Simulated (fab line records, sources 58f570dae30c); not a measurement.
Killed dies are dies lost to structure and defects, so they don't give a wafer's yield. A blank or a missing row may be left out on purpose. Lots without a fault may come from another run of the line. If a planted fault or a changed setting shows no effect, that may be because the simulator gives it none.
Which tool did it? ; flow berkeley cmos170 ; 21 wafers from 7 lots sampled at 5 of the route's 331 steps

== WHAT EACH GAUGE READ, for each wafer ==
UCB170_SDANNEAL_RS_MEAS_02: a four-point-probe measurement.
lot;measured;on;PSD_RS (ohm/sq)
L687;day 6 23:02;film metro-03;75.9 75.9 75.8
L690;day 7 13:51;film metro-03;75.1 75.0 74.7
L692;day 8 00:53;film metro-01;75.4 75.2 75.0
L694;day 9 02:36;film metro-03;75.2 75.0 75.0
L701;day 9 19:33;film metro-01;81.3 81.2 81.0
L702;day 10 16:22;film metro-03;75.4 75.6 75.5
L704;day 11 14:21;film metro-01;75.3 75.2 75.3

== EACH LOT AND THE TOOL THAT RAN IT (in order: tool; ch and the chambers of the sampled wafers; start) ==
lot;UCB170_SPACER_CVD_00;UCB170_PSD_IMPLANT_08;UCB170_PSD_STRIP_09;UCB170_BACKSIDE_STRIP_03
L687;pecvd-01 ch 0,1,2, day 6 13:55;implanter-03 ch 0, day 6 19:39;plasma asher-03 ch 0,1, day 6 19:47;plasma asher-03 ch 0,1, day 6 22:36
L690;pecvd-04 ch 1,2, day 7 00:47;implanter-02 ch 0, day 7 10:20;plasma asher-03 ch 0,1, day 7 10:28;plasma asher-03 ch 0,1, day 7 13:26
L692;pecvd-03 ch 0,1, day 7 14:19;implanter-03 ch 0, day 7 20:41;plasma asher-04 ch 0,1, day 7 20:49;plasma asher-02 ch 0,1, day 8 00:28
L694;pecvd-04 ch 0,1, day 8 13:04;implanter-02 ch 0, day 8 20:53;plasma asher-04 ch 0,1, day 8 21:01;plasma asher-02 ch 0,1, day 9 02:11
L701;pecvd-03 ch 0,1,2, day 9 11:47;implanter-01 ch 0, day 9 15:14;plasma asher-02 ch 0,1, day 9 15:23;plasma asher-01 ch 0,1, day 9 19:06
L702;pecvd-03 ch 1,2, day 10 08:36;implanter-03 ch 0, day 10 11:37;plasma asher-03 ch 1, day 10 11:45;plasma asher-02 ch 0,1, day 10 15:58
L704;pecvd-04 ch 0,1, day 11 05:40;implanter-02 ch 0, day 11 10:30;plasma asher-03 ch 0,1, day 11 10:38;plasma asher-02 ch 0,1, day 11 13:38
- UCB170_SPACER_CVD_00: deposits SiO2 from TEOS/O2, target thk 376 nm, time 47 s.
- UCB170_PSD_IMPLANT_08
- UCB170_PSD_STRIP_09: strips in O2.
- UCB170_BACKSIDE_STRIP_03: strips in O2.

== THE ANSWER, worked out from the rows above alone ==
Rule: the usual values come from the lots themselves. Put in order of their means at a reading, lots are off if they are a third of the lots or fewer, leave a main group of 4 or more, and stand apart from it by a gap of 3 or more times the standard deviation of the main group's means; of several such gaps the widest counts. A main group is skipped when, at the precision printed for the reading in the tables above, its means are all equal. Also off: a lot with no number at a reading for which 4 or more lots have one. All remaining lots with rows at the step are treated as sound.
Off: L701, at UCB170_SDANNEAL_RS_MEAS_02 (PSD_RS). Mean 75.3 ohm/sq and standard deviation 0.31 in the main group.
A tool fits if, at a process step before that reading, it ran every lot that is off, and no sound lot after the first of them. Those tools and the gauges at UCB170_SDANNEAL_RS_MEAS_02 are tried in the same way. Can't be told from this: 3 tools fit, implanter-01 at UCB170_PSD_IMPLANT_08, plasma asher-02 at UCB170_PSD_STRIP_09, plasma asher-01 at UCB170_BACKSIDE_STRIP_03.

== WHAT THE SIMULATOR PUT IN ==
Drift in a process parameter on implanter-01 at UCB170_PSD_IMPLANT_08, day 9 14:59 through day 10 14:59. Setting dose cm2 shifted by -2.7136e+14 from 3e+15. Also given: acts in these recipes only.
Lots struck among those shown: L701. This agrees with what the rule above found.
